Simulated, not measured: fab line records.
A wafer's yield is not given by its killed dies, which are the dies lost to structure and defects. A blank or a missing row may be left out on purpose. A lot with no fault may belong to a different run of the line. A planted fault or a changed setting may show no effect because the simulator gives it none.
Which of the tools did it? -- flow berkeleyCmos170 -- 39 wafers from 13 lots sampled at 6 of the route's 331 steps

WHAT THE GAUGES READ, wafer by wafer
UCB170_PWELL_THK_MEAS_06.
lot,measured,on,PWELL_NITRIDE_THK (nm)
L298,day 3 02:11,filmMetro-03,220.0 217.7 218.3
L299,day 3 11:27,filmMetro-04,218.7 218.1 219.2
L301,day 3 19:05,filmMetro-01,219.2 221.4 219.6
L302,day 3 19:05,filmMetro-03,219.7 219.8 219.0
L303,day 3 21:55,filmMetro-04,221.2 219.6 219.5
L305,day 4 20:02,filmMetro-03,165.8 167.9 169.2
L306,day 5 05:37,filmMetro-03,220.7 221.7 222.8
L313,day 6 04:47,filmMetro-04,221.8 222.9 221.5
L315,day 6 18:17,filmMetro-01,222.2 222.1 223.2
L316,day 7 00:28,filmMetro-03,221.1 221.5 220.9
L317,day 7 08:23,filmMetro-03,218.7 216.3 217.9
L319,day 7 16:59,filmMetro-04,220.4 223.3 223.1
L320,day 8 01:07,filmMetro-04,219.7 220.9 221.2

UCB170_FIELD_THK_MEAS_91.
lot,measured,on,FIELD_OXIDE_LEFT_2_THK (nm)
L298,day 5 20:33,filmMetro-01,356 357 355
L299,day 6 03:00,filmMetro-03,346 346 346
L301,day 6 12:37,filmMetro-04,366 368 370
L302,day 6 12:24,filmMetro-01,356 361 361
L303,day 7 01:08,filmMetro-03,329 338 336
L305,day 7 16:14,filmMetro-01,353 352 355
L306,day 7 22:26,filmMetro-01,361 354 365
L313,day 9 03:16,filmMetro-01,357 347 349
L315,day 9 11:59,filmMetro-04,340 340 339
L316,day 10 03:04,filmMetro-01,359 360 355
L317,day 10 08:01,filmMetro-04,361 359 357
L319,day 10 13:10,filmMetro-01,347 358 353
L320,day 11 00:17,filmMetro-03,355 360 359

UCB170_GATE_THK_MEAS_02.
lot,measured,on,GATE_OXIDE_THK (nm)
L298,day 6 01:38,filmMetro-02,6.80 6.77 6.79
L299,day 6 06:16,filmMetro-04,6.46 6.42 6.44
L301,day 6 20:07,filmMetro-02,6.53 6.59 6.43
L302,day 6 20:05,filmMetro-04,6.52 6.58 6.46
L303,day 7 06:10,filmMetro-04,6.58 6.59 6.63
L305,day 7 21:50,filmMetro-04,6.56 6.48 6.51
L306,day 8 05:05,filmMetro-01,6.67 6.53 6.56
L313,day 9 07:23,filmMetro-02,6.58 6.65 6.58
L315,day 9 18:47,filmMetro-02,6.40 6.34 6.37
L316,day 10 05:48,filmMetro-01,6.45 6.54 6.47
L317,day 10 12:01,filmMetro-04,6.26 6.41 6.26
L319,day 10 17:03,filmMetro-02,6.66 6.66 6.57
L320,day 11 06:10,filmMetro-02,6.42 6.44 6.41

UCB170_NLDD_TW_MEAS_11.
lot,measured,on,NLDD_TW
L298,day 6 12:17,filmMetro-03,2215 2210 2212
L299,day 6 20:44,filmMetro-01,2229 2233 2222
L301,day 7 10:50,filmMetro-01,2218 2216 2227
L302,day 7 10:10,filmMetro-02,2200 2196 2201
L303,day 7 19:40,filmMetro-01,2228 2225 2225
L305,day 8 11:31,filmMetro-03,2204 2219 2205
L306,day 8 16:53,filmMetro-01,2238 2236 2218
L313,day 9 19:08,filmMetro-02,2191 2187 2182
L315,day 10 09:06,filmMetro-03,2207 2194 2207
L316,day 10 22:34,filmMetro-03,2201 2190 2201
L317,day 10 22:53,filmMetro-02,2197 2206 2193
L319,day 11 02:53,filmMetro-01,2231 2226 2230
L320,day 11 16:40,filmMetro-03,2205 2203 2210

EACH LOT AND THE TOOL THAT RAN IT (in order: tool; ch and the chambers of the sampled wafers; start)
lot,UCB170_PWELL_CVD_05,UCB170_PWELL_ETCH_14
L298,"lpcvd-02 ch 0, day 3 00:16","rieDiel-01 ch 2,3, day 3 03:07"
L299,"lpcvd-01 ch 1, day 3 09:31","rieDiel-01 ch 1,2,3, day 3 12:56"
L301,"lpcvd-01 ch 0, day 3 17:10","rieDiel-01 ch 0,1, day 3 21:51"
L302,"lpcvd-01 ch 0, day 3 17:10","rieDiel-04 ch 1,2,3, day 3 21:38"
L303,"lpcvd-02 ch 1, day 3 19:59","rieDiel-01 ch 0,1,2, day 3 23:55"
L305,"lpcvd-01 ch 1, day 4 18:07","rieDiel-04 ch 0,2, day 4 21:42"
L306,"lpcvd-02 ch 0, day 5 03:43","rieDiel-04 ch 0,2,3, day 5 07:04"
L313,"lpcvd-02 ch 0, day 6 02:50","rieDiel-03 ch 0,1,2, day 6 06:10"
L315,"lpcvd-02 ch 1, day 6 16:22","rieDiel-01 ch 0,1,2, day 6 19:28"
L316,"lpcvd-02 ch 0, day 6 22:33","rieDiel-03 ch 0,1,3, day 7 01:25"
L317,"lpcvd-02 ch 1, day 7 06:27","rieDiel-03 ch 0,2,3, day 7 09:26"
L319,"lpcvd-02 ch 1, day 7 15:04","rieDiel-03 ch 1,2,3, day 7 18:06"
L320,"lpcvd-02 ch 1, day 7 22:14","rieDiel-04 ch 1,2,3, day 8 02:03"
- UCB170_PWELL_CVD_05: deposits Si3N4 from SiH2Cl2/NH3, target thk 220 nm, time 3300 s.
- UCB170_PWELL_ETCH_14: etches Si3N4 in CH3F/Ar/O2, stops on SiO2, target depth 242 nm, time 151 s.

WHAT THE TOOLS THEMSELVES READ (means of the sampled wafers that have a number; where no wafer has one, the mark that the record gives instead)
UCB170_PWELL_ETCH_14.
lot,tool,drypumpMotorCurrentA (A),oesProductAu (a.u.),throttleValvePct (%)
L298,rieDiel-01,5.9,0.941,7.94
L299,rieDiel-01,5.9,0.943,7.93
L301,rieDiel-01,6.2,0.946,7.92
L302,rieDiel-04,5.9,0.933,8.09
L303,rieDiel-01,5.9,0.954,7.94
L305,rieDiel-04,5.7,0.802,8.21
L306,rieDiel-04,5.6,0.935,8.12
L313,rieDiel-03,5.5,0.954,8.00
L315,rieDiel-01,5.9,0.947,7.94
L316,rieDiel-03,5.8,0.939,7.95
L317,rieDiel-03,5.9,0.935,7.94
L319,rieDiel-03,5.7,0.947,7.94
L320,rieDiel-04,5.9,0.933,8.09

THE ANSWER, worked out from the rows above alone
Rule: what is usual is taken from the lots themselves. Put in order of their means at a reading, lots are off if they are a third of the lots or fewer, leave a main group of 4 or more, and stand apart from it by a gap of 3 or more times the standard deviation of the main group's means; of several such gaps the widest counts. The tables above print the reading to a certain number of digits; a main group whose means all agree to those digits is not used. A lot without any number at a reading at which 4 lots or more have one is off too. The other lots that the step has rows for count as sound. After the gauges, taken in route order, come the tools' own readings; for these a lot's mean is taken, as printed above. The first step at which some lot is off is used, and at that step the reading that is off furthest; a lot without a number counts as furthest.
Off: L305, seen at UCB170_PWELL_THK_MEAS_06 (PWELL_NITRIDE_THK). The main group: mean 220.4 nm, standard deviation 1.5.
If a tool, at a process step before that reading, ran all the lots that are off and no sound lot after the first of them, it fits. The gauges at UCB170_PWELL_THK_MEAS_06 aren't tried: what is off there is off at UCB170_PWELL_ETCH_14 too, on other tools, and a gauge's error can't cause that. One fits: lpcvd-01 at UCB170_PWELL_CVD_05. Its last sound lot is L301 (day 3 17:10), its first lot that is off L305 (day 4 18:07): a fault that began between those two fits.

WHAT THE SIMULATOR HAD INSERTED
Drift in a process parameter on lpcvd-01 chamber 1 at UCB170_PWELL_CVD_05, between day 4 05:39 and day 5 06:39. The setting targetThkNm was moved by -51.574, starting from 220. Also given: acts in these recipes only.
Struck lots among those shown: L305. The rule given above showed the same thing.
